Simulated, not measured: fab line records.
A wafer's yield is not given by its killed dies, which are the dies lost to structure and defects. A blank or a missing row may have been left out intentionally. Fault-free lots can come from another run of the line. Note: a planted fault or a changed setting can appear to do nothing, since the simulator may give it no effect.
fab line records + flow berkeley-cmos170
[record]
- lots = 6
- wafers = 18
- last-day = 12
route steps=331 shown NWELL@17
lots that met no fault: from a run of the same line without faults
start-h: start of the lot's first displayed wafer, in hours after the record's first day + wait-h: hours elapsed since this lot's preceding step + " identical to the entry in the row above + L1.1+2: one row covering several wafers at once + - either no value or no given start + * or withheld: withheld + < > ~ a bound
route shown NAME@n: NAME is a module with steps in the file, n the number in the route of the first one + usual: mean/standard deviation taken from wafers without a fault + same: alike in all rows + chamber/n: place in a boat + sites: readings site by site + _std_site: the values' standard deviation + _edge_site: outer sites' mean less inner sites' + radius-mm: how far each site lies from the wafer's centre + mask NAME#n: copy n + behind: the last tool/chamber to shape the wafer + hold: cause of the lot's hold/its duration in hours/its outcome + device: names the non-switching transistor (n, p or np) + end of line: the same wafers' tests at the end of the route + a step given without rows: its recipe and nothing more + killed: the dies lost at the first sort to structure and to defects; this is not the yield of the wafer + map: shows each die of a wafer: x if killed, . if not, _ if none is there
set.NAME: the setting as run; set.NAME@STEP: as run at that earlier step + model.NAME: the simulator's own value behind a step, which no gauge read
lots at selected steps of the route; one table per step, one row per wafer
services: from which hour (start-h, from the record's first day; less than 0 if before it) a tool's chamber was out of use, for how many hours, and why
[[steps]]
[step UCB170_NWELL_ANNEAL_03]
[recipe]
- temp-c = 1000
- time-s = 900
- ambient = N2
[step UCB170_NWELL_CVD_04]
[recipe]
- material = Si3N4
- target-thk-nm = 224
- temp-c = 800
- precursor = SiH2Cl2/NH3
- time-s = 3360
- pressure-mtorr = 200
- sih2cl2-flow-sccm = 25.66
- nh3-flow-sccm = 75
[step UCB170_NWELL_THK_MEAS_05]
[recipe]
- reads = Si3N4_of_NWELL_CVD_04
[usual]
- NWELL_NITRIDE_THK = 225.3/2.7
| lot.wafer | tool          | chamber | start-h | wait-h | NWELL_NITRIDE_THK[nm] |
|-----------|---------------|---------|---------|--------|-----------------------|
| L163.2    | film-metro-03 | -       | 49.04   | 0.0    | 223.7                 |
| L163.3    | "             | -       | "       | "      | 226.4                 |
| L163.5    | "             | -       | "       | "      | 224.9                 |
| L170.1    | film-metro-01 | -       | 81.07   | 0.0    | 225.9                 |
| L170.4    | "             | -       | "       | "      | 224.5                 |
| L170.5    | "             | -       | "       | "      | 225.2                 |
| L171.2    | film-metro-04 | -       | 89.27   | 0.0    | 224.5                 |
| L171.3    | "             | -       | "       | "      | 224.8                 |
| L171.4    | "             | -       | "       | "      | 225.6                 |
| L176.3    | film-metro-01 | -       | 116.76  | 0.0    | 225.1                 |
| L176.4    | "             | -       | "       | "      | 223.8                 |
| L176.5    | "             | -       | "       | "      | 223.7                 |
| L178.2    | film-metro-03 | -       | 124.34  | 0.0    | 219.8                 |
| L178.4    | "             | -       | "       | "      | 220.4                 |
| L178.6    | "             | -       | "       | "      | 220.3                 |
| L180.1    | film-metro-03 | -       | 131.35  | 0.0    | 227.6                 |
| L180.2    | "             | -       | "       | "      | 227.4                 |
| L180.5    | "             | -       | "       | "      | 226.7                 |
[step UCB170_NWELL_HMDS_06]
[recipe]
- prime-time-s = 60
- prime-temp-c = 100
[step UCB170_NWELL_COAT_07]
[recipe]
- resist = KrF
- spin-rpm = 1500
- resist-thk-nm = 900
[step UCB170_NWELL_SOFTBAKE_08]
[recipe]
- resist = KrF
- temp-c = 130
- time-s = 60
[step UCB170_NWELL_EXPOSE_09]
[recipe]
- mask-id = NWELL
- target-cd-nm = 3000
- na = 0.5
- sigma-outer = 0.6
- source-shape = conventional
- dose-mj = 25
[step UCB170_NWELL_PEB_10]
[recipe]
- peb-temp-c = 130
- peb-time-s = withheld
- resist = KrF
[step UCB170_NWELL_DEVELOP_11]
[recipe]
- developer = TMAH
- develop-time-s = 45
- resist = KrF
- dev-temp-c = 21
[step UCB170_NWELL_OVL_MEAS_12]
[usual]
- NWELL_OVL = 0/4.7
| lot.wafer | tool       | chamber | start-h | wait-h | NWELL_OVL[nm] |
|-----------|------------|---------|---------|--------|---------------|
| L163.2    | overlay-01 | -       | 50.46   | -      | 5             |
| L163.3    | "          | -       | "       | "      | -1            |
| L163.5    | "          | -       | "       | "      | -2            |
| L170.1    | overlay-02 | -       | 82.63   | -      | 8             |
| L170.4    | "          | -       | "       | "      | -5            |
| L170.5    | "          | -       | "       | "      | 0             |
| L171.2    | overlay-02 | -       | 90.27   | -      | 6             |
| L171.3    | "          | -       | "       | "      | 2             |
| L171.4    | "          | -       | "       | "      | 0             |
| L176.3    | overlay-02 | -       | 117.78  | -      | -1            |
| L176.4    | "          | -       | "       | "      | -3            |
| L176.5    | "          | -       | "       | "      | -1            |
| L178.2    | overlay-02 | -       | 125.73  | -      | 8             |
| L178.4    | "          | -       | "       | "      | 3             |
| L178.6    | "          | -       | "       | "      | -2            |
| L180.1    | overlay-02 | -       | 132.38  | -      | 1             |
| L180.2    | "          | -       | "       | "      | 6             |
| L180.5    | "          | -       | "       | "      | 6             |
[step UCB170_NWELL_ETCH_13]
[recipe]
- chemistry = CH3F/Ar/O2
- target = Si3N4
- stop-on = SiO2
- CH3F_flow_sccm = 20
- Ar_flow_sccm = 50
- O2_flow_sccm = 7
- pressure-mtorr = 50
- rf-w = 450
- target-depth-a = 2464
- over-etch-frac = 0.1
- time-s = 154
[usual]
- drypump-motor-current-A = 5.5/0.57
- oes-product-au = 0.939/0.014
- rf-fwd-power-W = 448.1/1.3
- throttle-valve-pct = 8.06/0.11
| lot.wafer | tool        | chamber | start-h | wait-h | drypump-motor-current-A | oes-product-au | rf-fwd-power-W | rf-hours-counter-h | throttle-valve-pct |
|-----------|-------------|---------|---------|--------|-------------------------|----------------|----------------|--------------------|--------------------|
| L163.2    | rie-diel-02 | 1       | 50.49   | 0.0    | 5.0                     | 0.925          | 447.7          | 137                | 8.24               |
| L163.3    | "           | 0       | "       | "      | 5.7                     | 0.949          | 449.2          | 0                  | 8.09               |
| L163.5    | "           | 1       | "       | "      | 5.0                     | 0.925          | 447.6          | -                  | 8.22               |
| L170.1    | rie-diel-01 | 3       | 82.67   | 0.0    | 4.8                     | 0.943          | 446.7          | 13                 | 7.95               |
| L170.4    | "           | 0       | "       | "      | 5.6                     | 0.928          | 446.8          | 63                 | 7.94               |
| L170.5    | "           | 2       | "       | "      | 6.1                     | 0.956          | 450.2          | -                  | 8.06               |
| L171.2    | rie-diel-02 | 0       | 90.30   | 0.0    | 5.8                     | 0.936          | 447.7          | 2                  | 8.10               |
| L171.3    | "           | 3       | "       | "      | 4.9                     | 0.936          | 448.2          | 12                 | 8.00               |
| L171.4    | "           | 1       | "       | "      | 5.0                     | 0.935          | 450.5          | 139                | 8.23               |
| L176.3    | rie-diel-02 | 1       | 117.80  | 0.0    | 5.0                     | 0.932          | 446.6          | 140                | 8.22               |
| L176.4    | "           | 2       | "       | "      | 6.2                     | 0.954          | 448.9          | 12                 | 8.17               |
| L176.5    | "           | 2       | "       | "      | 6.2                     | 0.957          | 449.5          | -                  | 8.19               |
| L178.2    | rie-diel-01 | 2       | 125.76  | 0.0    | 6.1                     | 0.941          | 449.2          | 113                | 8.06               |
| L178.4    | "           | 3       | "       | "      | 4.9                     | 0.933          | 447.0          | 15                 | 7.94               |
| L178.6    | "           | 0       | "       | "      | 5.6                     | 0.923          | 447.3          | -                  | 7.94               |
| L180.1    | rie-diel-02 | 1       | 132.41  | 0.0    | 5.0                     | 0.938          | 449.7          | 141                | 8.23               |
| L180.2    | "           | 3       | "       | "      | 4.9                     | 0.938          | 449.0          | 14                 | 7.98               |
| L180.5    | "           | 1       | "       | "      | 5.0                     | 0.937          | 449.8          | -                  | 8.24               |
[step UCB170_NWELL_IMPLANT_14]
[recipe]
- species = P
- dose-cm2 = 1e+13
- energy-kev = 150
- tilt-deg = 7
[step UCB170_NWELL_STRIP_15]
[recipe]
- chemistry = O2
- power-w = 400
- pressure-mtorr = 3500
- platen-temp-c = withheld
- o2-flow-sccm = 400
- overash-fraction = 0.5
[usual]
- chamber-pressure-mTorr = 3500/3.3
- drypump-motor-current-A = 5.6/0.42
- o2-flow-sccm = 400.1/1.2
- oes-product-au = 0.721/0.005
- strip-time-to-endpoint-s = 18.00/0.091
| lot.wafer | tool            | chamber | start-h | wait-h | chamber-pressure-mTorr | drypump-motor-current-A | o2-flow-sccm | oes-product-au | rf-hours-counter-h | strip-time-to-endpoint-s | model.KrF_of_NWELL_COAT_07.thk-nm |
|-----------|-----------------|---------|---------|--------|------------------------|-------------------------|--------------|----------------|--------------------|--------------------------|-----------------------------------|
| L163.2    | plasma-asher-01 | 0       | 50.77   | 0.1    | 3503                   | 5.2                     | 399.4        | 0.719          | 32                 | 18.03                    | 0                                 |
| L163.3    | "               | 1       | "       | "      | 3495                   | 5.6                     | 400.1        | 0.722          | -                  | 17.90                    | 0                                 |
| L163.5    | "               | 1       | "       | "      | 3501                   | 5.7                     | 398.3        | 0.720          | -                  | 18.05                    | 0                                 |
| L170.1    | plasma-asher-03 | 1       | 82.92   | 0.1    | -                      | -                       | -            | -              | -                  | -                        | 720                               |
| L170.4    | "               | 1       | "       | "      | -                      | -                       | -            | -              | -                  | -                        | 726.6                             |
| L170.5    | "               | 0       | "       | "      | -                      | -                       | -            | -              | -                  | -                        | 723.5                             |
| L171.2    | plasma-asher-02 | 1       | 90.55   | 0.1    | -                      | -                       | -            | -              | -                  | -                        | 716.5                             |
| L171.3    | "               | 1       | "       | "      | -                      | -                       | -            | -              | -                  | -                        | 716.5                             |
| L171.4    | "               | 0       | "       | "      | -                      | -                       | -            | -              | -                  | -                        | 719.6                             |
| L176.3    | plasma-asher-02 | 1       | 118.09  | 0.1    | 3495                   | 5.1                     | 399.3        | 0.725          | -                  | 18.07                    | 0                                 |
| L176.4    | "               | 0       | "       | "      | 3504                   | 6.2                     | 400.3        | 0.721          | -                  | 17.93                    | 0                                 |
| L176.5    | "               | 0       | "       | "      | 3500                   | 6.2                     | 400.6        | 0.711          | -                  | 17.96                    | 0                                 |
| L178.2    | plasma-asher-01 | 1       | 126.01  | 0.1    | 3500                   | 5.6                     | 397.8        | 0.717          | 41                 | 18.04                    | 0                                 |
| L178.4    | "               | 0       | "       | "      | 3494                   | 5.2                     | 400.0        | 0.719          | -                  | 17.94                    | 0                                 |
| L178.6    | "               | 1       | "       | "      | 3508                   | 5.6                     | 399.0        | 0.724          | -                  | 18.05                    | 0                                 |
| L180.1    | plasma-asher-02 | 1       | 132.66  | 0.1    | 3500                   | 5.1                     | 400.4        | 0.724          | 31                 | 17.95                    | 0                                 |
| L180.2    | "               | 0       | "       | "      | 3502                   | 6.2                     | 397.5        | 0.723          | 31                 | 17.88                    | 0                                 |
| L180.5    | "               | 0       | "       | "      | 3498                   | 6.2                     | 398.3        | 0.720          | -                  | 17.94                    | 0                                 |
[step UCB170_NWELL_TW_MEAS_16]
[usual]
- NWELL_TW = 1254/13
| lot.wafer | tool          | chamber | start-h | wait-h | NWELL_TW |
|-----------|---------------|---------|---------|--------|----------|
| L163.2    | film-metro-03 | -       | 50.93   | 0.1    | 1258     |
| L163.3    | "             | -       | "       | "      | 1257     |
| L163.5    | "             | -       | "       | "      | 1256     |
| L170.1    | film-metro-01 | -       | 83.02   | 0.1    | 1269     |
| L170.4    | "             | -       | "       | "      | 1266     |
| L170.5    | "             | -       | "       | "      | 1263     |
| L171.2    | film-metro-04 | -       | 90.66   | 0.1    | 1250     |
| L171.3    | "             | -       | "       | "      | 1243     |
| L171.4    | "             | -       | "       | "      | 1241     |
| L176.3    | film-metro-03 | -       | 118.18  | 0.1    | 1251     |
| L176.4    | "             | -       | "       | "      | 1247     |
| L176.5    | "             | -       | "       | "      | 1256     |
| L178.2    | film-metro-04 | -       | 126.12  | 0.1    | 1246     |
| L178.4    | "             | -       | "       | "      | 1240     |
| L178.6    | "             | -       | "       | "      | 1241     |
| L180.1    | film-metro-01 | -       | 132.76  | 0.1    | 1270     |
| L180.2    | "             | -       | "       | "      | 1267     |
| L180.5    | "             | -       | "       | "      | 1270     |
[[services]]
| tool            | chamber | start-h | hours | kind       |
|-----------------|---------|---------|-------|------------|
| rie-diel-01     | 3       | 31.61   | 7.4   | repair     |
| rie-diel-01     | 1       | 40.35   | 2.9   | repair     |
| rie-diel-02     | 2       | 40.87   | 4.2   | repair     |
| plasma-asher-02 | -       | 49.45   | 2.8   | pm         |
| rie-diel-02     | 3       | 52.04   | 3.0   | repair     |
| rie-diel-02     | 3       | 61.53   | 2.9   | repair     |
| rie-diel-01     | -       | 66.77   | 5.7   | repair     |
| rie-diel-01     | 2       | 75.19   | 3.8   | repair     |
| plasma-asher-01 | -       | 98.16   | 1.2   | repair     |
| plasma-asher-03 | -       | 108.75  | 9.0   | pm         |
| plasma-asher-03 | 0       | 108.75  | 9.0   | vent-cycle |
| plasma-asher-03 | 1       | 108.75  | 9.0   | vent-cycle |
| plasma-asher-03 | 0       | 117.75  | -     | clean      |
| plasma-asher-03 | 1       | 117.75  | -     | clean      |
| rie-diel-02     | 0       | 120.49  | 2.3   | repair     |
[[key]]
[first-sign]
- step = UCB170_NWELL_STRIP_15
- reading = tool-record
- direction = missing
effect none on later readings
[model-effect]
- step = UCB170_NWELL_STRIP_15
- value = KrF_of_NWELL_COAT_07.thk-nm
- without = 0
- struck = 720.5
met-at UCB170_NWELL_STRIP_15
struck-wafers L170.1,L170.4,L170.5,L171.2,L171.3,L171.4
later-rows-left-out L170.1,L170.4,L170.5,L171.2,L171.3,L171.4
sort-left-out L170.1,L170.4,L170.5,L171.2,L171.3,L171.4
tester-left-out L170,L171
[fault]
- kind = skipped-step-whole
- tool = plasma-asher-02,plasma-asher-03
- chamber = -
- onset-h = 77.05
- steps = UCB170_NWELL_STRIP_15
- scope = struck-lots-only
// tester-left-out: of these lots the tester's yield and bins aren't shown, on N5 and GAA mostly nor the transistor test; their killed dies are dies lost to structure and defects alone, not to doping, threshold or leakage, so they don't give the yield
// sort-left-out: the simulated sort isn't trusted on such a fault, so these wafers' sort isn't shown, and their yield isn't known
// later-rows-left-out: the simulator's readings of these wafers behind a module that went badly wrong aren't trusted and aren't shown, but for the sort
